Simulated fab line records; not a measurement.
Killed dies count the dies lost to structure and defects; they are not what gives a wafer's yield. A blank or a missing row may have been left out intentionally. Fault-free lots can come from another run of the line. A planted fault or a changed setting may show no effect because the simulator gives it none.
Which tool was responsible?	flow berkeley_cmos170	14 lots (42 wafers sampled), 1 step of a 331-step route

## WHAT THE GAUGES SHOWED, per wafer
The record holds no reading of a measuring or inspecting step that can be judged against a usual standard deviation.

## WHAT TOOL EACH LOT RAN ON (gives the tool, then ch and the chambers of the sampled wafers, and finally the start)
lot	UCB170_CONTACT_ETCH_17
L619	rie_diel-04 ch 1,3, day 8 18:29
L624	rie_diel-04 ch 0,1,3, day 9 10:34
L623	rie_diel-03 ch 0,1,2, day 9 12:16
L622	rie_diel-04 ch 0,1,3, day 9 12:38
L628	rie_diel-04 ch 1,2,3, day 10 06:22
L630	rie_diel-04 ch 0,1,2, day 10 09:23
L626	rie_diel-01 ch 0,1, day 10 09:33
L625	rie_diel-01 ch 0,1,2, day 10 09:49
L634	rie_diel-01 ch 0,2, day 11 13:23
L636	rie_diel-03 ch 1,2,3, day 11 15:34
L637	rie_diel-03 ch 0,2, day 11 23:40
L639	rie_diel-01 ch 0,3, day 12 00:00
L641	rie_diel-01 ch 0,2, day 12 18:27
L642	rie_diel-04 ch 0,1,3, day 13 01:52
- UCB170_CONTACT_ETCH_17: etches BARC in N2/H2.

## WHAT THE TOOLS THEMSELVES READ (means of the sampled wafers that have a number; where no wafer has one, the mark that the record gives instead)
UCB170_CONTACT_ETCH_17. Usual: chamber_pressure_mTorr 29.997 mTorr, standard deviation 0.024; drypump_motor_current_A 5.4 A, standard deviation 0.54; oes_product_au 0.993 a.u., standard deviation 0.027; throttle_valve_pct 13.36 %, standard deviation 0.17.
lot	tool	chamber_pressure_mTorr (mTorr)	drypump_motor_current_A (A)	oes_product_au (a.u.)	throttle_valve_pct (%)	flag
L619	rie_diel-04	29.969	5.3	0.985	13.40	
L624	rie_diel-04	30.018	5.2	0.976	13.37	
L623	rie_diel-03	30.001	6.1	1.011	13.26	
L622	rie_diel-04	29.995	5.2	0.972	13.37	
L628	rie_diel-04	31.973	5.2	0.963	13.36	OFF
L630	rie_diel-04	31.999	5.1	0.970	13.33	OFF
L626	rie_diel-01	29.999	5.9	0.986	13.14	
L625	rie_diel-01	29.987	5.7	0.999	13.27	
L634	rie_diel-01	29.974	6.1	1.021	13.40	
L636	rie_diel-03	29.996	5.8	1.008	13.36	
L637	rie_diel-03	30.001	5.8	1.010	13.29	
L639	rie_diel-01	29.995	5.5	1.004	13.48	
L641	rie_diel-01	30.004	6.2	1.012	13.26	
L642	rie_diel-04	30.010	5.2	0.972	13.37	

## THE ANSWER, worked out from the rows above alone
Rule: a lot counts as off when the mean over its wafers that have a number is more than 3 standard deviations away from the usual mean. A lot without any number at a reading at which 4 lots or more have one is off too. Where the step has rows for the other lots, those lots are counted as sound. Order of review: gauges by route order, followed by the tools' own readings, for which a lot's mean as printed above is used. At the first step where some lot is off, the reading lying furthest off is the one used; lots without a number count as furthest.
Off, at UCB170_CONTACT_ETCH_17 on chamber_pressure_mTorr: L628, L630.
If a tool, at that step or one of the process steps before it, ran each lot that is off and ran no sound lot following the first of them, it fits. No candidate that was tried fits.

## WHAT HAD BEEN PUT IN BY THE SIMULATOR
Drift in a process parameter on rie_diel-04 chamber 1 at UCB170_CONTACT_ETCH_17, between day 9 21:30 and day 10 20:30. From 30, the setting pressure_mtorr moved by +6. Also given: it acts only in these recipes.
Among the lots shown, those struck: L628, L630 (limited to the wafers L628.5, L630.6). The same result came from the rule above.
